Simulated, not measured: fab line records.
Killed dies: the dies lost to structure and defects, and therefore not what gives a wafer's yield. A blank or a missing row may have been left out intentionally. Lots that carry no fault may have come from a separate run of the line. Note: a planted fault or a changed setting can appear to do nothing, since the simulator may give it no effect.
One fault through the eyes of 2 desks :: flow berkeley-cmos170 :: numbers are kept per desk, each desk with only its own; the story behind them comes last

== AT THE METROLOGY DESK ==
Means of the sampled wafers that have a number, per lot and without regard to the tool the lot ran on: this is what the gauges read. The brackets show how far a lot's mean lies from the usual mean; more than 4 standard deviations puts the lot out of limits, marked OUT.
Columns: A = NSD_RS at UCB170_SDANNEAL_RS_MEAS_03, usual 37.29 ohm/sq; B = M1_OVL at UCB170_M1_OVL_MEAS_10, usual -4 nm; C = M3_AL_RS at UCB170_M3_RS_MEAS_02, usual 0.03233 ohm/sq; D = M3_AL_THK at UCB170_M3_THK_MEAS_03, usual 894 nm
lot: L219
first seen here: day 8 07:56
A: 37.14
B: -3
C: 0.03221
D: 896

lot: L220
first seen here: day 8 22:12
A: 37.33
B: -3
C: 0.03234
D: 890

lot: L223
first seen here: day 9 19:52
A: 37.32
B: -2
C: 0.03227
D: 898

lot: L224
first seen here: day 9 20:11
A: 37.29
B: -3
C: 0.03206
D: 903

lot: L221
first seen here: day 9 20:28
A: 37.44
B: 0
C: 0.03246
D: 886

lot: L228
first seen here: day 11 07:11
A: 37.44
B: -1
C: 0.03249
D: 892

lot: L231
first seen here: day 12 07:59
A: 37.19
B: 2
C: 0.03994 (+25) OUT
D: 726 (-18) OUT

lot: L232
first seen here: day 12 08:28
A: 37.24
B: -12
C: 0.03970 (+25) OUT
D: 729 (-18) OUT

lot: L234
first seen here: day 12 13:45
A: 37.24
B: -3
C: 0.03241
D: 896

lot: L235
first seen here: day 12 14:25
A: 37.24
B: 0
C: 0.03174
D: 907

lot: L236
first seen here: day 13 04:36
A: 37.45
B: -11
C: 0.03212
D: 903

lot: L238
first seen here: day 13 15:13
A: 37.10
B: -0
C: 0.03186
D: 900

lot: L239
first seen here: day 14 05:46
A: 37.39
B: -4
C: 0.03209
D: 901

lot: L242
first seen here: day 14 06:15
A: 37.28
B: -4
C: 0.03220
D: 903
This desk reports L231, L232 out of limits; the earliest was L231 at day 13 03:32 (M3_AL_RS at UCB170_M3_RS_MEAS_02). L219, L220, L223, L224, L221, L228, L234, L235, L236, L238, L239, L242 stayed within limits.

== THE TOOL OWNER'S DESK: pvd-sputter-03 ==
The tool's own readings at UCB170_M3_SPUTTER_01 (material Al, target thk 900 nm, time 120 s): means of the sampled wafers that have a number, for each lot that ran on this tool. The brackets show how far a lot's mean lies from the usual mean; more than 4 standard deviations puts the lot out of limits, marked OUT.
Columns: A = throttle-valve-pct at UCB170_M3_SPUTTER_01, usual 29.9 %
lot: L223
first seen here: day 10 16:31
A: 29.5

lot: L221
first seen here: day 10 17:06
A: 29.4

lot: L228
first seen here: day 12 09:17
A: 29.9

lot: L231
first seen here: day 13 03:27
A: 29.9

lot: L232
first seen here: day 13 05:02
A: 29.4
This desk's finding: nothing out of limits on any of the 5 lots.

== TAKEN TOGETHER ==
On L231, L232, the metrology desk was in a position to raise an alarm at day 13 03:32.
The tool owner's desk saw nothing out of limits.
Tool owner's desk: L231, L232 on record, inside its limits.
The lots listed all ran UCB170_M3_SPUTTER_01 on pvd-sputter-03.

== WHAT THE SIMULATOR HAD PUT IN ==
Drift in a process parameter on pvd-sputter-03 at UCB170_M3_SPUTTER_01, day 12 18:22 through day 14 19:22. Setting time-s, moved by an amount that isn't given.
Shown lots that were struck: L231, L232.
Hours from the fault's start to each desk's first reading out of limits: the metrology desk, 9.
